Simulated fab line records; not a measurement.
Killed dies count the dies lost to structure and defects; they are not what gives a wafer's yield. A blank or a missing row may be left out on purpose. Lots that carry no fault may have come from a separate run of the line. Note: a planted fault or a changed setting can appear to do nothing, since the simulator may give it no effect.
What tool caused it? || flow rit-cmos || 45 wafers from 15 lots sampled at 4 of the route's 202 steps

== WHAT THE GAUGES READ, wafer by wafer ==
RIT_FOX2_THK_MEAS_01.
{"lot": "L420", "measured": "day 1 18:22", "on": "film-metro-01", "FOX2_OXIDE_THK (nm)": "346 340 353"}
{"lot": "L421", "measured": "day 1 23:23", "on": "film-metro-02", "FOX2_OXIDE_THK (nm)": "359 352 356"}
{"lot": "L422", "measured": "day 2 05:11", "on": "film-metro-04", "FOX2_OXIDE_THK (nm)": "356 354 355"}
{"lot": "L424", "measured": "day 2 14:31", "on": "film-metro-02", "FOX2_OXIDE_THK (nm)": "349 351 350"}
{"lot": "L425", "measured": "day 2 19:23", "on": "film-metro-02", "FOX2_OXIDE_THK (nm)": "350 342 339"}
{"lot": "L426", "measured": "day 3 00:20", "on": "film-metro-04", "FOX2_OXIDE_THK (nm)": "344 349 353"}
{"lot": "L427", "measured": "day 3 05:53", "on": "film-metro-02", "FOX2_OXIDE_THK (nm)": "349 347 352"}
{"lot": "L429", "measured": "day 3 16:42", "on": "film-metro-01", "FOX2_OXIDE_THK (nm)": "362 360 367"}
{"lot": "L430", "measured": "day 3 21:10", "on": "film-metro-04", "FOX2_OXIDE_THK (nm)": "363 355 359"}
{"lot": "L431", "measured": "day 4 01:22", "on": "film-metro-01", "FOX2_OXIDE_THK (nm)": "353 347 352"}
{"lot": "L432", "measured": "day 4 07:02", "on": "film-metro-01", "FOX2_OXIDE_THK (nm)": "359 357 351"}
{"lot": "L440", "measured": "day 6 00:57", "on": "film-metro-01", "FOX2_OXIDE_THK (nm)": "354 357 356"}
{"lot": "L441", "measured": "day 6 05:25", "on": "film-metro-01", "FOX2_OXIDE_THK (nm)": "352 349 359"}
{"lot": "L442", "measured": "day 6 10:02", "on": "film-metro-01", "FOX2_OXIDE_THK (nm)": "347 352 350"}
{"lot": "L443", "measured": "day 6 15:40", "on": "film-metro-01", "FOX2_OXIDE_THK (nm)": "353 349 352"}

RIT_GATE_OVL_MEAS_17.
{"lot": "L420", "measured": "day 2 12:15", "on": "overlay-02", "GATE_OVL (nm)": "1.8 2.0 1.7"}
{"lot": "L421", "measured": "day 2 17:19", "on": "overlay-01", "GATE_OVL (nm)": "0.8 0.8 0.6"}
{"lot": "L422", "measured": "day 2 23:31", "on": "overlay-02", "GATE_OVL (nm)": "3.2 2.2 2.5"}
{"lot": "L424", "measured": "day 3 10:24", "on": "overlay-01", "GATE_OVL (nm)": "0.8 1.1 1.2"}
{"lot": "L425", "measured": "day 3 14:13", "on": "overlay-02", "GATE_OVL (nm)": "2.0 1.2 0.6"}
{"lot": "L426", "measured": "day 3 17:38", "on": "overlay-01", "GATE_OVL (nm)": "0.1 2.3 1.6"}
{"lot": "L427", "measured": "day 3 23:49", "on": "overlay-01", "GATE_OVL (nm)": "1.1 2.8 1.8"}
{"lot": "L429", "measured": "day 4 10:13", "on": "overlay-02", "GATE_OVL (nm)": "0.8 0.3 1.6"}
{"lot": "L430", "measured": "day 4 14:27", "on": "overlay-01", "GATE_OVL (nm)": "0.6 -0.5 -0.4"}
{"lot": "L431", "measured": "day 4 19:19", "on": "overlay-01", "GATE_OVL (nm)": "2.1 2.8 2.5"}
{"lot": "L432", "measured": "day 5 01:16", "on": "overlay-02", "GATE_OVL (nm)": "0.7 0.7 1.0"}
{"lot": "L440", "measured": "day 6 22:38", "on": "overlay-02", "GATE_OVL (nm)": "-2.0 -2.7 -1.1"}
{"lot": "L441", "measured": "day 7 01:41", "on": "overlay-02", "GATE_OVL (nm)": "0.5 0.0 0.9"}
{"lot": "L442", "measured": "day 7 04:07", "on": "overlay-01", "GATE_OVL (nm)": "0.6 -0.4 0.7"}
{"lot": "L443", "measured": "day 7 10:34", "on": "overlay-01", "GATE_OVL (nm)": "2.0 0.4 2.2"}

RIT_M1_OVL_MEAS_10.
{"lot": "L420", "measured": "day 3 05:49", "on": "overlay-01", "M1_OVL (nm)": "1.0 0.5 1.2"}
{"lot": "L421", "measured": "day 3 10:42", "on": "overlay-01", "M1_OVL (nm)": "-0.8 -1.3 0.3"}
{"lot": "L422", "measured": "day 3 17:08", "on": "overlay-02", "M1_OVL (nm)": "1.0 3.3 2.1"}
{"lot": "L424", "measured": "day 4 03:45", "on": "overlay-01", "M1_OVL (nm)": "-0.5 -0.9 1.1"}
{"lot": "L425", "measured": "day 4 08:21", "on": "overlay-01", "M1_OVL (nm)": "0.0 1.9 2.0"}
{"lot": "L426", "measured": "day 4 11:35", "on": "overlay-01", "M1_OVL (nm)": "2.2 2.7 2.5"}
{"lot": "L427", "measured": "day 4 18:01", "on": "overlay-01", "M1_OVL (nm)": "1.6 1.9 0.4"}
{"lot": "L429", "measured": "day 5 03:49", "on": "overlay-01", "M1_OVL (nm)": "0.9 -0.6 -1.6"}
{"lot": "L430", "measured": "day 5 08:13", "on": "overlay-01", "M1_OVL (nm)": "0.8 0.9 0.7"}
{"lot": "L431", "measured": "day 5 13:05", "on": "overlay-02", "M1_OVL (nm)": "-1.5 -1.0 -0.3"}
{"lot": "L432", "measured": "day 5 19:05", "on": "overlay-02", "M1_OVL (nm)": "0.1 -0.4 0.9"}
{"lot": "L440", "measured": "day 7 16:34", "on": "overlay-01", "M1_OVL (nm)": "-1.7 -0.8 0.6"}
{"lot": "L441", "measured": "day 7 19:09", "on": "overlay-02", "M1_OVL (nm)": "-0.4 -0.2 -0.3"}
{"lot": "L442", "measured": "day 7 21:38", "on": "overlay-02", "M1_OVL (nm)": "1.1 3.1 1.7"}
{"lot": "L443", "measured": "day 8 03:47", "on": "overlay-02", "M1_OVL (nm)": "1.5 0.5 2.5"}

== EACH LOT AND THE TOOL THAT RAN IT (in order: tool; ch and the chambers of the sampled wafers; start) ==
{"lot": "L420", "RIT_PLDD_PEB_04": "litho-track-02 ch 0, day 2 18:04"}
{"lot": "L421", "RIT_PLDD_PEB_04": "litho-track-01 ch 0, day 2 23:05"}
{"lot": "L422", "RIT_PLDD_PEB_04": "litho-track-01 ch 0, day 3 05:31"}
{"lot": "L424", "RIT_PLDD_PEB_04": "litho-track-04 ch 0, day 3 16:13"}
{"lot": "L425", "RIT_PLDD_PEB_04": "litho-track-04 ch 0, day 3 20:04"}
{"lot": "L426", "RIT_PLDD_PEB_04": "litho-track-01 ch 0, day 3 23:47"}
{"lot": "L427", "RIT_PLDD_PEB_04": "litho-track-04 ch 0, day 4 06:19"}
{"lot": "L429", "RIT_PLDD_PEB_04": "litho-track-04 ch 0, day 4 15:56"}
{"lot": "L430", "RIT_PLDD_PEB_04": "litho-track-02, day 4 20:40"}
{"lot": "L431", "RIT_PLDD_PEB_04": "litho-track-04, day 5 01:01"}
{"lot": "L432", "RIT_PLDD_PEB_04": "litho-track-04, day 5 07:19"}
{"lot": "L440", "RIT_PLDD_PEB_04": "litho-track-01 ch 0, day 7 04:40"}
{"lot": "L441", "RIT_PLDD_PEB_04": "litho-track-01 ch 0, day 7 07:16"}
{"lot": "L442", "RIT_PLDD_PEB_04": "litho-track-02 ch 0, day 7 09:50"}
{"lot": "L443", "RIT_PLDD_PEB_04": "litho-track-04 ch 0, day 7 16:20"}
- RIT_PLDD_PEB_04

== WHAT THE TOOLS THEMSELVES READ (means of the sampled wafers that have a number; where no wafer has one, the mark that the record gives instead) ==
RIT_PLDD_PEB_04.
{"lot": "L420", "tool": "litho-track-02", "exhaust-pa (Pa)": 44.9}
{"lot": "L421", "tool": "litho-track-01", "exhaust-pa (Pa)": 44.3}
{"lot": "L422", "tool": "litho-track-01", "exhaust-pa (Pa)": 45.2}
{"lot": "L424", "tool": "litho-track-04", "exhaust-pa (Pa)": 45.4}
{"lot": "L425", "tool": "litho-track-04", "exhaust-pa (Pa)": 44.8}
{"lot": "L426", "tool": "litho-track-01", "exhaust-pa (Pa)": 45.7}
{"lot": "L427", "tool": "litho-track-04", "exhaust-pa (Pa)": 46.2}
{"lot": "L429", "tool": "litho-track-04", "exhaust-pa (Pa)": 45.8}
{"lot": "L430", "tool": "litho-track-02", "exhaust-pa (Pa)": "-"}
{"lot": "L431", "tool": "litho-track-04", "exhaust-pa (Pa)": "-"}
{"lot": "L432", "tool": "litho-track-04", "exhaust-pa (Pa)": "-"}
{"lot": "L440", "tool": "litho-track-01", "exhaust-pa (Pa)": 44.9}
{"lot": "L441", "tool": "litho-track-01", "exhaust-pa (Pa)": 44.4}
{"lot": "L442", "tool": "litho-track-02", "exhaust-pa (Pa)": 43.7}
{"lot": "L443", "tool": "litho-track-04", "exhaust-pa (Pa)": 45.5}

== THE ANSWER, worked out from the rows above alone ==
Rule: the usual values come from the lots themselves. Put in order of their means at a reading, lots are off if they are a third of the lots or fewer, leave a main group of 4 or more, and stand apart from it by a gap of 3 or more times the standard deviation of the main group's means; of several such gaps the widest counts. A main group is skipped when, at the precision printed for the reading in the tables above, its means are all equal. A lot without any number at a reading at which 4 lots or more have one is off too. Where the step has rows for the other lots, those lots are counted as sound. After the gauges, taken in route order, come the tools' own readings; for these a lot's mean is taken, as printed above. At the first step where some lot is off, the reading lying furthest off is the one used; lots without a number count as furthest.
Off: L430, L431, L432, at RIT_PLDD_PEB_04 (exhaust-pa). Without a number there: L430, L431, L432. The main group has a mean of 45.1 Pa with a standard deviation of 0.68.
A tool fits if, at that step or a process step before it, it ran every lot that is off, and no sound lot after the first of them. None of those tried fits.

== WHAT WAS PUT IN BY THE SIMULATOR ==
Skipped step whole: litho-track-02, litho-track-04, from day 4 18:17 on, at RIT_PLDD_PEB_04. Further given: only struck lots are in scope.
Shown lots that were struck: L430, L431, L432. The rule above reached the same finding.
